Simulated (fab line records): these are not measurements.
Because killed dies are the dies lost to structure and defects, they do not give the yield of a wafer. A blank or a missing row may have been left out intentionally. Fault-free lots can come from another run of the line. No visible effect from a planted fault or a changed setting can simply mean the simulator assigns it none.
Split-lot study + flow rit_cmos + 23 wafers read across 5 lots, on a route 202 steps long

## SPLIT DETAILS
At RIT_ACTIVE_OXIDATION_01 (target thk 46.8 nm, ox time 3360 s), the setting temp_c was moved away from the recipe's 1000 C on 15 of the 23 wafers read, by +1.3% to +2.8%. The other wafers ran this setting at the recipe's value.

Between the split and the reading, the file records no step.

## THE READING
ACTIVE_OXIDE_THK in nanometres, read at RIT_ACTIVE_THK_MEAS_02. Fault-free wafers of this fab line usually give 46.6 nm, standard deviation 0.95 nm.

| wafer  | tool, chamber at the split | temp_c as run, C | against the recipe | ACTIVE_OXIDE_THK, nm | against lot-mates on the recipe |
|--------|----------------------------|------------------|--------------------|----------------------|---------------------------------|
| L078.1 | -, -                       | 1017             | +1.7%              | 55.5                 | no lot-mate on the recipe       |
| L078.2 | -, -                       | 1017             | +1.7%              | 56.0                 | no lot-mate on the recipe       |
| L078.3 | -, -                       | 1017             | +1.7%              | 54.5                 | no lot-mate on the recipe       |
| L078.5 | -, -                       | 1017             | +1.7%              | 53.9                 | no lot-mate on the recipe       |
| L078.6 | -, -                       | 1017             | +1.7%              | 54.9                 | no lot-mate on the recipe       |
| L080.3 | furnace-04, 0              | 1000             | recipe             | 47.5                 | -                               |
| L080.4 | furnace-04, 0              | 1000             | recipe             | 47.1                 | -                               |
| L080.6 | furnace-04, 0              | 1000             | recipe             | 47.1                 | -                               |
| L082.1 | -, -                       | 1028             | +2.8%              | 61.1                 | no lot-mate on the recipe       |
| L082.2 | -, -                       | 1028             | +2.8%              | 61.3                 | no lot-mate on the recipe       |
| L082.3 | -, -                       | 1028             | +2.8%              | 61.0                 | no lot-mate on the recipe       |
| L082.4 | -, -                       | 1028             | +2.8%              | 61.1                 | no lot-mate on the recipe       |
| L082.6 | -, -                       | 1028             | +2.8%              | 61.2                 | no lot-mate on the recipe       |
| L083.1 | -, -                       | 1013             | +1.3%              | 53.2                 | no lot-mate on the recipe       |
| L083.2 | -, -                       | 1013             | +1.3%              | 52.6                 | no lot-mate on the recipe       |
| L083.3 | -, -                       | 1013             | +1.3%              | 52.3                 | no lot-mate on the recipe       |
| L083.5 | -, -                       | 1013             | +1.3%              | 52.5                 | no lot-mate on the recipe       |
| L083.6 | -, -                       | 1013             | +1.3%              | 53.0                 | no lot-mate on the recipe       |
| L085.1 | -, -                       | 1000             | recipe             | 46.3                 | -                               |
| L085.2 | -, -                       | 1000             | recipe             | 47.2                 | -                               |
| L085.4 | -, -                       | 1000             | recipe             | 46.8                 | -                               |
| L085.5 | -, -                       | 1000             | recipe             | 47.4                 | -                               |
| L085.6 | -, -                       | 1000             | recipe             | 46.6                 | -                               |

THE FIT
A straight line over all 23 wafers: ACTIVE_OXIDE_THK changes by +4.99 nm for each +1% of temp_c; r = +0.99; the points scatter about the line by 0.6 nm.
Too few moved wafers have a lot-mate on the recipe to fit a line with each lot's own level taken away.

## THE WHOLE CHAIN: every reading that the file lists as answering this split, in the file's order
| step                    | what it does                                                        | reading                                                                             | change (the file's fit)              | r (the file's) |
|-------------------------|---------------------------------------------------------------------|-------------------------------------------------------------------------------------|--------------------------------------|----------------|
| RIT_ACTIVE_OXIDATION_01 | target thk 46.8 nm, ox time 3360 s                                  | SiO2_of_ACTIVE_OXIDATION_01.thk_nm (the simulator's own value, which no gauge read) | +4.99 nm for each +1% of the setting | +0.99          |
| RIT_ACTIVE_THK_MEAS_02  |                                                                     | ACTIVE_OXIDE_THK                                                                    | +4.99 for each +1% of the setting    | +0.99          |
| RIT_ACTIVE_ETCH_13      | etches Si3N4 in SF6, stops on SiO2, time 210 s, target depth 210 nm | SiO2_of_ACTIVE_OXIDATION_01.thk_nm (the simulator's own value, which no gauge read) | +4.92 nm for each +1% of the setting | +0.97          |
| RIT_FOX2_WET_ETCH_03    | etches Si3N4 in H3PO4, target depth 195 nm, time 2700 s             | SiO2_of_ACTIVE_OXIDATION_01.thk_nm (the simulator's own value, which no gauge read) | +4.32 nm for each +1% of the setting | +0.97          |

## FILE'S OWN FIT
ACTIVE_OXIDE_THK changes by +4.99 nm for each +1% of temp_c, r = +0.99.
